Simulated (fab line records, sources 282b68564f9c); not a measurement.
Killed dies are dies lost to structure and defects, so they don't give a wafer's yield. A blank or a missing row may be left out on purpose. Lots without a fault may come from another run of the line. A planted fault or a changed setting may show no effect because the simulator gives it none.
A struck lot beside a sound one | flow rit_cmos | 30 steps out of a route of 202
Sound: wafers L408.2, L408.4, L408.5. Struck: wafers L419.1, L419.4, L419.6. The cause comes at the end.
At each step with rows: each side's tool, then ch and its chambers, then its first start. Under that, the readings that differ: sound wafers | struck wafers | difference of the means | sigmas: that difference in standard deviations of wafers without a fault.
alike: readings whose means differ by less than 2 such deviations, and words and numbers that are the same on both sides. not compared: withheld readings, readings that some wafer has no value for, bounds like >300 that may hide the same value, and numbers for which the record gives no deviation and whose values overlap.
The two part at a step that has a row with sigmas, a row that says differs or no value, or rows on one side only. Numbers that don't overlap but have no deviation are shown without sigmas and don't part them. A reading that every wafer of one side lacks parts them only if that side has two wafers or more.

RIT_FOX2_THK_MEAS_01:
  sound on film_metro-02, day 2 15:06; struck on film_metro-02, day 5 00:07
  alike: FOX2_OXIDE_THK
then, 2 steps without rows for these wafers: RIT_FOX2_CLEAN_02 (cleans in dHF, time 180 s); RIT_FOX2_WET_ETCH_03 (etches Si3N4 in H3PO4, target depth 195 nm, time 2700 s).
RIT_FOX2_THK_MEAS_90:
  sound on film_metro-03, day 2 15:59; struck on film_metro-02, day 5 00:59
  alike: FIELD_OXIDE_LEFT_1_THK
then, 6 steps without rows for these wafers: RIT_NWELL_HMDS_00 (prime time 60 s); RIT_NWELL_COAT_01 (resist thk 1300 nm); RIT_NWELL_SOFTBAKE_02 (time 60 s); RIT_NWELL_EXPOSE_03 (exposes mask M2, target cd 43900 nm); RIT_NWELL_PEB_04; RIT_NWELL_DEVELOP_05 (develop time 68 s).
RIT_NWELL_OVL_MEAS_06:
  sound on overlay-02, day 2 17:02; struck on overlay-01, day 5 02:03
  alike: NWELL_OVL
then, 1 step without rows for these wafers: RIT_NWELL_HARDBAKE_07 (time 120 s).
RIT_NWELL_IMPLANT_08:
  sound on implanter-02 ch 0, day 2 17:20; struck on implanter-04 ch 0, day 5 02:20
  reading                          | sound                      | struck                        | difference | sigmas
  beam_on_s (s)                    | 10.23 10.04 9.89           | 11.06 11.23 10.75             | +0.96      | +5
  end_station_pressure_torr (Torr) | 5.46e-06 4.65e-06 5.19e-06 | 5.495e-05 4.596e-05 4.836e-05 | +4.466e-05 | +99 or more
  faraday_current_uA               | 154 157 161                | 144 143 149                   | -12        | -4
RIT_NWELL_STRIP_09: strips in O2, time 180 s.
  sound on plasma_asher-04 ch 0,1, day 2 17:28; struck on plasma_asher-01 ch 0,1, day 5 02:29
  alike: drypump_motor_current_A, rf_refl_power_W
  not compared: rf_hours_counter_h
RIT_NWELL_TW_MEAS_10:
  sound on film_metro-01, day 2 17:39; struck on film_metro-04, day 5 02:40
  reading  | sound          | struck         | difference | sigmas
  NWELL_TW | 2137 2144 2138 | 2200 2219 2214 | +71        | +5
then, 6 steps without rows for these wafers: RIT_PWELL_HMDS_00 (prime time 60 s); RIT_PWELL_COAT_01 (resist thk 1300 nm); RIT_PWELL_SOFTBAKE_02 (time 60 s); RIT_PWELL_EXPOSE_03 (exposes mask M3, target cd 43700 nm); RIT_PWELL_PEB_04; RIT_PWELL_DEVELOP_05 (develop time 68 s).
RIT_PWELL_OVL_MEAS_06:
  sound on overlay-01, day 2 18:43; struck on overlay-02, day 5 03:36
  alike: PWELL_OVL
then, 2 steps without rows for these wafers: RIT_PWELL_HARDBAKE_07 (time 120 s); RIT_PWELL_IMPLANT_08.
RIT_PWELL_STRIP_09: strips in O2, time 180 s.
  sound on plasma_asher-04 ch 1, day 2 19:08; struck on plasma_asher-02 ch 0,1, day 5 04:02
  alike: drypump_motor_current_A, rf_refl_power_W
  not compared: rf_hours_counter_h
RIT_PWELL_TW_MEAS_10:
  sound on film_metro-03, day 2 19:20; struck on film_metro-01, day 5 04:13
  alike: PWELL_TW
then, 1 step without rows for these wafers: RIT_WELLDRIVE_ANNEAL_00 (time 14700 s).
RIT_WELLDRIVE_RS_MEAS_01: measures by four-point-probe.
  sound on film_metro-03, day 3 00:29; struck on film_metro-01, day 5 09:44
  reading           | sound             | struck            | difference | sigmas
  NWELL_RS (ohm/sq) | 275.2 274.1 274.5 | 259.4 258.7 259.1 | -15.5      | -21
RIT_WELLDRIVE_RS_MEAS_02: measures by four-point-probe.
  sound on film_metro-03, day 3 00:36; struck on film_metro-01, day 5 09:51
  alike: PWELL_RS
RIT_M1_PROBE_99:
  sound on prober-01, day 4 07:56; struck on prober-01, day 6 15:25
  reading                                 | sound               | struck               | difference | sigmas
  model.etest.nwell_pinched.rs_ohm_sq     | 344.1 339.2 340.7   | 320 317.2 318.4      | -23        |
  model.etest.well_edge_left.line_ohm_um  | 184.7 181.3 182.9   | 169.5 172.4 169.8    | -12.4      |
  model.etest.well_edge_right.line_ohm_um | 182 179.8 181       | 170.4 168.5 171.3    | -10.9      |
  model.etest.field_p_metal.vt_v (V)      | -28.7 -28.98 -29.46 | -30.91 -30.68 -30.74 | -1.73      |
  model.etest.field_p.vt_v (V)            | -12.29 -12.41 -12.3 | -13.28 -13.28 -13.25 | -0.94      |
  model.etest.diode_pplus_nwell.bv_v (V)  | 6.815 6.745 6.762   | 6.441 6.447 6.438    | -0.332     |
  model.etest.vpnp.gain                   | 1.098 1.089 1.102   | 0.981 0.9777 0.9815  | -0.116     |
  model.etest.diode_pplus_comb.cj_ff_um2  | 1.955 1.96 1.949    | 2.062 2.059 2.07     | +0.109     |
  alike: killed_at_contacts, killed_at_front_end, killed_dies, killed_open, killed_short

WHERE THEY PART
First at RIT_NWELL_IMPLANT_08; last, within this record, at RIT_WELLDRIVE_RS_MEAS_01. Later steps at which nothing parts them and some readings are alike: RIT_WELLDRIVE_RS_MEAS_02, RIT_M1_PROBE_99.

WHY: what the simulator had put in
Process parameter drift: implanter-04, from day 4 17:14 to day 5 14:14, at RIT_NWELL_IMPLANT_08. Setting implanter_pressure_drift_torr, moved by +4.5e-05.
Process parameter drift: implanter-04, from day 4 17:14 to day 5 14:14, at RIT_NWELL_IMPLANT_08. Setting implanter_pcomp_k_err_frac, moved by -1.
